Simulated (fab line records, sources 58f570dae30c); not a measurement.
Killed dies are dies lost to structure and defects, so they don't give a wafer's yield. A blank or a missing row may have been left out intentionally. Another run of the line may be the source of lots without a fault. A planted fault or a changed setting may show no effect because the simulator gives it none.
What tool caused it? :: flow berkeley-cmos170 :: Sampling: 15 lots, 45 wafers, 4 of 331 route steps

## WHAT THE GAUGES SHOWED, per wafer
UCB170_GATE_THK_MEAS_02.
lot: L782
measured: day 6 01:38
on: film-metro-02
GATE_OXIDE_THK (nm): 6.80 6.77 6.79

lot: L781
measured: day 6 01:38
on: film-metro-04
GATE_OXIDE_THK (nm): 6.48 6.53 6.66

lot: L783
measured: day 6 06:16
on: film-metro-04
GATE_OXIDE_THK (nm): 6.46 6.42 6.44

lot: L787
measured: day 7 06:10
on: film-metro-04
GATE_OXIDE_THK (nm): 6.58 6.59 6.63

lot: L788
measured: day 7 21:50
on: film-metro-02
GATE_OXIDE_THK (nm): 6.76 6.83 6.67

lot: L789
measured: day 7 21:50
on: film-metro-04
GATE_OXIDE_THK (nm): 6.56 6.48 6.51

lot: L790
measured: day 8 05:05
on: film-metro-01
GATE_OXIDE_THK (nm): 6.67 6.53 6.56

lot: L793
measured: day 8 14:16
on: film-metro-04
GATE_OXIDE_THK (nm): 6.47 6.77 6.59

lot: L796
measured: day 9 07:21
on: film-metro-04
GATE_OXIDE_THK (nm): 6.42 6.43 6.48

lot: L798
measured: day 9 11:39
on: film-metro-01
GATE_OXIDE_THK (nm): 6.51 6.54 6.52

lot: L800
measured: day 10 05:48
on: film-metro-01
GATE_OXIDE_THK (nm): 6.45 6.54 6.47

lot: L801
measured: day 10 12:01
on: film-metro-04
GATE_OXIDE_THK (nm): 6.26 6.41 6.26

lot: L803
measured: day 10 17:03
on: film-metro-02
GATE_OXIDE_THK (nm): 6.66 6.66 6.57

lot: L802
measured: day 10 21:25
on: film-metro-04
GATE_OXIDE_THK (nm): 6.60 6.64 6.64

lot: L804
measured: day 11 06:10
on: film-metro-02
GATE_OXIDE_THK (nm): 6.42 6.44 6.41

UCB170_M2_RS_MEAS_02: a four-point-probe measurement.
lot: L782
measured: day 7 17:08
on: film-metro-03
M2_AL_RS (ohm/sq): 0.0327 0.0329 0.0326

lot: L781
measured: day 7 17:29
on: film-metro-01
M2_AL_RS (ohm/sq): 0.0323 0.0324 0.0320

lot: L783
measured: day 7 22:18
on: film-metro-04
M2_AL_RS (ohm/sq): 0.0318 0.0314 0.0316

lot: L787
measured: day 8 21:50
on: film-metro-04
M2_AL_RS (ohm/sq): 0.0320 0.0321 0.0325

lot: L793
measured: day 10 06:48
on: film-metro-03
M2_AL_RS (ohm/sq): 0.0326 0.0324 0.0326

lot: L796
measured: day 11 00:34
on: film-metro-03
M2_AL_RS (ohm/sq): 0.0322 0.0330 0.0325

lot: L798
measured: day 11 02:47
on: film-metro-03
M2_AL_RS (ohm/sq): 0.0323 0.0323 0.0324

lot: L800
measured: day 11 22:49
on: film-metro-04
M2_AL_RS (ohm/sq): 0.0322 0.0323 0.0325

lot: L801
measured: day 11 23:35
on: film-metro-04
M2_AL_RS (ohm/sq): 0.0320 0.0325 0.0320

lot: L803
measured: day 12 03:27
on: film-metro-03
M2_AL_RS (ohm/sq): 0.0321 0.0323 0.0322

lot: L802
measured: day 12 11:26
on: film-metro-04
M2_AL_RS (ohm/sq): 0.0322 0.0320 0.0318

lot: L804
measured: day 12 23:23
on: film-metro-01
M2_AL_RS (ohm/sq): 0.0322 0.0321 0.0319

UCB170_M3_OVL_MEAS_16.
lot: L782
measured: day 8 00:41
on: overlay-01
M3_OVL (nm): 3 5 11

lot: L781
measured: day 8 01:25
on: overlay-02
M3_OVL (nm): 10 8 4

lot: L783
measured: day 8 08:43
on: overlay-02
M3_OVL (nm): -3 2 1

lot: L787
measured: day 9 06:04
on: overlay-02
M3_OVL (nm): 8 3 3

lot: L793
measured: day 10 15:37
on: overlay-02
M3_OVL (nm): 6 1 5

lot: L796
measured: day 11 10:28
on: overlay-02
M3_OVL (nm): 9 2 6

lot: L798
measured: day 11 11:08
on: overlay-02
M3_OVL (nm): 1 0 1

lot: L800
measured: day 12 07:14
on: overlay-02
M3_OVL (nm): 2 -1 2

lot: L801
measured: day 12 07:39
on: overlay-01
M3_OVL (nm): -1 -2 4

lot: L803
measured: day 12 12:29
on: overlay-01
M3_OVL (nm): -10 -11 0

lot: L802
measured: day 12 22:32
on: overlay-01
M3_OVL (nm): 7 6 2

lot: L804
measured: day 13 11:01
on: overlay-01
M3_OVL (nm): 0 1 13

## TOOL THAT RAN EACH LOT (tool first, then ch and the chambers of the sampled wafers, then the start)
lot: L782
UCB170_SDANNEAL_RTA_01: rtp-anneal-01 ch 0, day 6 22:46

lot: L781
UCB170_SDANNEAL_RTA_01: rtp-anneal-02 ch 0, day 6 23:08

lot: L783
UCB170_SDANNEAL_RTA_01: rtp-anneal-02 ch 0, day 7 08:22

lot: L787
UCB170_SDANNEAL_RTA_01: rtp-anneal-01 ch 0, day 8 07:40

lot: L788
UCB170_SDANNEAL_RTA_01: rtp-anneal-01, day 8 22:50

lot: L789
UCB170_SDANNEAL_RTA_01: rtp-anneal-02, day 8 22:24

lot: L790
UCB170_SDANNEAL_RTA_01: rtp-anneal-02, day 9 05:18

lot: L793
UCB170_SDANNEAL_RTA_01: rtp-anneal-01 ch 0, day 9 14:09

lot: L796
UCB170_SDANNEAL_RTA_01: rtp-anneal-02 ch 0, day 10 06:35

lot: L798
UCB170_SDANNEAL_RTA_01: rtp-anneal-01 ch 0, day 10 10:32

lot: L800
UCB170_SDANNEAL_RTA_01: rtp-anneal-02 ch 0, day 11 08:28

lot: L801
UCB170_SDANNEAL_RTA_01: rtp-anneal-01 ch 0, day 11 08:43

lot: L803
UCB170_SDANNEAL_RTA_01: rtp-anneal-01 ch 0, day 11 13:05

lot: L802
UCB170_SDANNEAL_RTA_01: rtp-anneal-01 ch 0, day 11 18:32

lot: L804
UCB170_SDANNEAL_RTA_01: rtp-anneal-02 ch 0, day 12 03:38
- UCB170_SDANNEAL_RTA_01: time 5 s.

## AS READ BY THE TOOLS THEMSELVES (means over the sampled wafers that have a number; for cases with no such wafer, the mark the record gives instead)
UCB170_SDANNEAL_RTA_01.
lot: L782
tool: rtp-anneal-01
anneal-temp-c-max: 1053.4
chamber-o2-ppm: 2.017
lamp-power-pct (%): 39.6
wafer_temp_C_max: 1052.4

lot: L781
tool: rtp-anneal-02
anneal-temp-c-max: 1056.2
chamber-o2-ppm: 1.987
lamp-power-pct (%): 42.0
wafer_temp_C_max: 1052.8

lot: L783
tool: rtp-anneal-02
anneal-temp-c-max: 1055.6
chamber-o2-ppm: 2.011
lamp-power-pct (%): 42.0
wafer_temp_C_max: 1052.7

lot: L787
tool: rtp-anneal-01
anneal-temp-c-max: 1053.1
chamber-o2-ppm: 2.031
lamp-power-pct (%): 39.6
wafer_temp_C_max: 1052.8

lot: L788
tool: rtp-anneal-01
anneal-temp-c-max: -
chamber-o2-ppm: -
lamp-power-pct (%): -
wafer_temp_C_max: -

lot: L789
tool: rtp-anneal-02
anneal-temp-c-max: -
chamber-o2-ppm: -
lamp-power-pct (%): -
wafer_temp_C_max: -

lot: L790
tool: rtp-anneal-02
anneal-temp-c-max: -
chamber-o2-ppm: -
lamp-power-pct (%): -
wafer_temp_C_max: -

lot: L793
tool: rtp-anneal-01
anneal-temp-c-max: 1054.1
chamber-o2-ppm: 2.019
lamp-power-pct (%): 39.6
wafer_temp_C_max: 1052.9

lot: L796
tool: rtp-anneal-02
anneal-temp-c-max: 1055.4
chamber-o2-ppm: 1.996
lamp-power-pct (%): 42.1
wafer_temp_C_max: 1052.9

lot: L798
tool: rtp-anneal-01
anneal-temp-c-max: 1053.6
chamber-o2-ppm: 2.009
lamp-power-pct (%): 39.6
wafer_temp_C_max: 1052.1

lot: L800
tool: rtp-anneal-02
anneal-temp-c-max: 1055.4
chamber-o2-ppm: 1.994
lamp-power-pct (%): 42.1
wafer_temp_C_max: 1053.2

lot: L801
tool: rtp-anneal-01
anneal-temp-c-max: 1053.3
chamber-o2-ppm: 1.983
lamp-power-pct (%): 39.6
wafer_temp_C_max: 1052.7

lot: L803
tool: rtp-anneal-01
anneal-temp-c-max: 1053.8
chamber-o2-ppm: 2.020
lamp-power-pct (%): 39.6
wafer_temp_C_max: 1052.7

lot: L802
tool: rtp-anneal-01
anneal-temp-c-max: 1053.7
chamber-o2-ppm: 2.002
lamp-power-pct (%): 39.6
wafer_temp_C_max: 1052.6

lot: L804
tool: rtp-anneal-02
anneal-temp-c-max: 1055.5
chamber-o2-ppm: 2.003
lamp-power-pct (%): 42.1
wafer_temp_C_max: 1053.0

## THE ANSWER, worked out from the rows above alone
Rule: what is usual is taken from the lots themselves. Put in order of their means at a reading, lots are off if they are a third of the lots or fewer, leave a main group of 4 or more, and stand apart from it by a gap of 3 or more times the standard deviation of the main group's means; of several such gaps the widest counts. The tables above print the reading to a certain number of digits; a main group whose means all agree to those digits is not used. Also off: a lot with no number at a reading for which 4 or more lots have one. The other lots that the step has rows for count as sound. The gauges are gone through in route order, then the tools' own readings, and for those a lot's mean is taken as printed above. At the first step where some lot is off, the reading lying furthest off is the one used; lots without a number count as furthest.
Off: L788, L789, L790, at UCB170_SDANNEAL_RTA_01 (anneal-temp-c-max). Without a number there: L788, L789, L790. For the main group the mean is 1054.4 and the standard deviation 1.1.
If a tool, at that step or one of the process steps before it, ran each lot that is off and ran no sound lot following the first of them, it fits. Of those tried, none fits.

## WHAT THE SIMULATOR HAD PUT IN
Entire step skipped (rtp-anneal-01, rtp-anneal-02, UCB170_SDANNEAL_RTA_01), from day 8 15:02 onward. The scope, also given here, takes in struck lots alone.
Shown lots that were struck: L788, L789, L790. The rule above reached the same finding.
